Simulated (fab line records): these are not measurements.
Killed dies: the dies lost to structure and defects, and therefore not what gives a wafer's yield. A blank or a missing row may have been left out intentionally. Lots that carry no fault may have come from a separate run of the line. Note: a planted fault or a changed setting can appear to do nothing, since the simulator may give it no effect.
Which tool is to blame? || flow berkeley_cmos170 || 6 lots, 18 wafers sampled, at 4 steps of a route of 331

## WHAT THE GAUGES SHOWED, per wafer
UCB170_ACTIVE_CD_MEAS_13: target cd 1200 nm.
{"lot": "L379", "measured": "day 4 05:28", "on": "cd_sem-02", "cd_nm (nm)": "1201.1 1201.5 1201.4"}
{"lot": "L382", "measured": "day 5 03:09", "on": "cd_sem-02", "cd_nm (nm)": "1201.3 1201.6 1201.6"}
{"lot": "L385", "measured": "day 5 21:40", "on": "cd_sem-01", "cd_nm (nm)": "1379.6 1381.7 1380.8"}
{"lot": "L395", "measured": "day 8 06:41", "on": "cd_sem-01", "cd_nm (nm)": "1201.4 1198.6 1199.9"}
{"lot": "L397", "measured": "day 8 06:53", "on": "cd_sem-01", "cd_nm (nm)": "1200.0 1199.8 1200.9"}
{"lot": "L400", "measured": "day 8 15:43", "on": "cd_sem-02", "cd_nm (nm)": "1200.0 1198.8 1199.9"}

## WHAT TOOL EACH LOT RAN ON (gives the tool, then ch and the chambers of the sampled wafers, and finally the start)
{"lot": "L379", "UCB170_ZERO_ETCH_06": "rie_diel-01 ch 1,2, day 1 22:55", "UCB170_NWELL_STRIP_15": "plasma_asher-04 ch 0,1, day 2 08:45", "UCB170_ACTIVE_EXPOSE_10": "krf_scanner-01 ch 0, day 4 04:56"}
{"lot": "L382", "UCB170_ZERO_ETCH_06": "rie_diel-03 ch 0,3, day 2 14:21", "UCB170_NWELL_STRIP_15": "plasma_asher-04 ch 0,1, day 3 03:09", "UCB170_ACTIVE_EXPOSE_10": "krf_scanner-01 ch 0, day 5 02:35"}
{"lot": "L385", "UCB170_ZERO_ETCH_06": "rie_diel-01 ch 0,1,2, day 3 08:49", "UCB170_NWELL_STRIP_15": "plasma_asher-03 ch 0,1, day 3 23:29", "UCB170_ACTIVE_EXPOSE_10": "krf_scanner-01 ch 0, day 5 21:17"}
{"lot": "L395", "UCB170_ZERO_ETCH_06": "rie_diel-03 ch 0,3, day 5 04:46", "UCB170_NWELL_STRIP_15": "plasma_asher-04 ch 0,1, day 5 22:16", "UCB170_ACTIVE_EXPOSE_10": "krf_scanner-02 ch 0, day 8 06:11"}
{"lot": "L397", "UCB170_ZERO_ETCH_06": "rie_diel-04 ch 0,1,3, day 5 19:31", "UCB170_NWELL_STRIP_15": "plasma_asher-04 ch 0,1, day 6 05:46", "UCB170_ACTIVE_EXPOSE_10": "krf_scanner-01 ch 0, day 8 06:23"}
{"lot": "L400", "UCB170_ZERO_ETCH_06": "rie_diel-03 ch 0,2, day 6 07:05", "UCB170_NWELL_STRIP_15": "plasma_asher-04 ch 0,1, day 6 18:41", "UCB170_ACTIVE_EXPOSE_10": "krf_scanner-02 ch 0, day 8 14:44"}
- UCB170_ZERO_ETCH_06: etches SiO2 in CHF3/CF4/Ar, time 12 s.
- UCB170_NWELL_STRIP_15: strips in O2.
- UCB170_ACTIVE_EXPOSE_10: exposes mask ACTIVE, target cd 1200 nm.

## THE ANSWER, worked out from the rows above alone
Rule: what is usual is taken from the lots themselves. Put in order of their means at a reading, lots are off if they are a third of the lots or fewer, leave a main group of 4 or more, and stand apart from it by a gap of 3 or more times the standard deviation of the main group's means; of several such gaps the widest counts. Not used: any main group whose means are identical at the precision the tables above print for the reading. Also off: a lot with no number at a reading for which 4 or more lots have one. Where the step has rows for the other lots, those lots are counted as sound.
Off at UCB170_ACTIVE_CD_MEAS_13 (cd_nm): L385. For the main group the mean is 1200.5 nm and the standard deviation 0.76.
If a tool, at a process step before that reading, ran all the lots that are off and no sound lot after the first of them, it fits. Gauges at UCB170_ACTIVE_CD_MEAS_13: tried the same way as those tools. Can't be told from this: 2 tools fit, rie_diel-01 at UCB170_ZERO_ETCH_06, plasma_asher-03 at UCB170_NWELL_STRIP_15.

## WHAT THE SIMULATOR HAD INSERTED
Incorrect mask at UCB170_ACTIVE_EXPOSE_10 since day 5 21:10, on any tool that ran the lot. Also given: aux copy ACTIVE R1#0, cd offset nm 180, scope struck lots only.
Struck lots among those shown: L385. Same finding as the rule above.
